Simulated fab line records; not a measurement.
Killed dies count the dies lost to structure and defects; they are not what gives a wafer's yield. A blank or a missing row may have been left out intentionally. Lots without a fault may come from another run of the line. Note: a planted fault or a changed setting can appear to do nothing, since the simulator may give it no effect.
A lot that was struck, set against a sound lot ; flow rit cmos ; 15 steps out of a route of 202
Sound: wafers L104.1, L104.3, L104.6. Struck: wafers L115.2, L115.3, L115.6. At the end, the cause is stated.
Each step with rows lists, per side, the tool, then ch with its chambers, then its first start. Under that, the readings that differ: sound wafers ; struck wafers ; difference of the means ; sigmas: that difference in standard deviations of wafers without a fault.
alike: same words and numbers on both sides, and readings whose means sit less than 2 such deviations apart. not compared: any withheld reading, any reading some wafer has no value for, any bound like >300 that may hide the same value, and any number with overlapping values for which the record gives no deviation.
Wherever a step has rows on one side only, a row that says differs or no value, or a row with sigmas, the two part there. When numbers do not overlap yet have no deviation, they are printed without sigmas and do not part them. Lack of a reading on every wafer of one side parts them only where that side has two or more wafers.

RIT_M1_SPUTTER_00: material Al, target thk 400 nm, time 500 s.
  sound on pvd sputter-04 at day 4 10:58; struck on pvd sputter-01 at day 6 18:50
  alike: throttle valve pct
RIT_M1_RS_MEAS_01: a four-point-probe measurement.
  sound on film metro-03 at day 4 11:16; struck on film metro-04 at day 6 19:09
  alike: M1_AL_RS
RIT_M1_THK_MEAS_02: measures by xrf.
  sound on film metro-03 at day 4 11:23; struck on film metro-04 at day 6 19:16
  alike: M1_AL_THK
then, 6 steps without rows for these wafers: RIT_M1_HMDS_03 (prime time 60 s); RIT_M1_COAT_04 (resist thk 1300 nm); RIT_M1_SOFTBAKE_05 (time 60 s); RIT_M1_EXPOSE_06 (exposes mask M12, target cd 2600 nm); RIT_M1_PEB_07; RIT_M1_DEVELOP_08 (develop time 68 s).
RIT_M1_CD_MEAS_09: target cd 2600 nm.
  sound on cd sem-01 at day 4 12:19; struck on cd sem-02 at day 6 20:20
  alike: cd nm
RIT_M1_OVL_MEAS_10:
  sound on overlay-01 at day 4 12:26; struck on overlay-01 at day 6 20:26
  alike: M1_OVL
then, 1 step without rows for these wafers: RIT_M1_HARDBAKE_11 (time 120 s).
RIT_M1_METAL_ETCH_12: etches Al in Cl2/BCl3, stops on SiO2, time 165 s, target depth 600 nm.
  sound on rie metal-03 ch 0,1, day 4 12:43; struck on rie metal-03 ch 0,1, day 6 20:43
reading;sound;struck;difference;sigmas
oes product au (a.u.);0.767 0.770 0.792;0.725 0.701 0.716;-0.062;-4
model.NOVOLAK_of_M1_COAT_04.thk nm (nm);806.7 810.2 799.7;740.4 753.3 751.4;-57.2;
model.M1.feature depth nm (nm);427 427.6 431.8;442.4 435.7 442.5;+11.4;
  alike: bcl3 flow sccm, drypump motor current A, throttle valve pct
  not compared: rf hours counter h
then, 1 step without rows for these wafers: RIT_M1_STRIP_13 (strips in nmp, time 600 s).
RIT_M1_PROBE_99:
  sound on prober-01 at day 4 14:59; struck on prober-02 at day 6 23:12
reading;sound;struck;difference;sigmas
model.etest.antenna m1.vt shift v (V);-0.01272 -0.008719 -0.01171;-0.01496 -0.01574 -0.01456;-0.00404;
  alike: defect limited yield, killed at front end, killed dies, killed open, killed short, sort_bin_3_pad_short, sort_bin_5_function, sort_bin_6_memory, sort n pass, sort yield pct

== WHERE THEY PART ==
Only at RIT_M1_METAL_ETCH_12, within this record. Later steps at which nothing parts them and some readings are alike: RIT_M1_PROBE_99.

WHY: whatever the simulator had introduced
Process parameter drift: rie metal-03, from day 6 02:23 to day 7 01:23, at RIT_M1_METAL_ETCH_12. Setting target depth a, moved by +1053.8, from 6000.
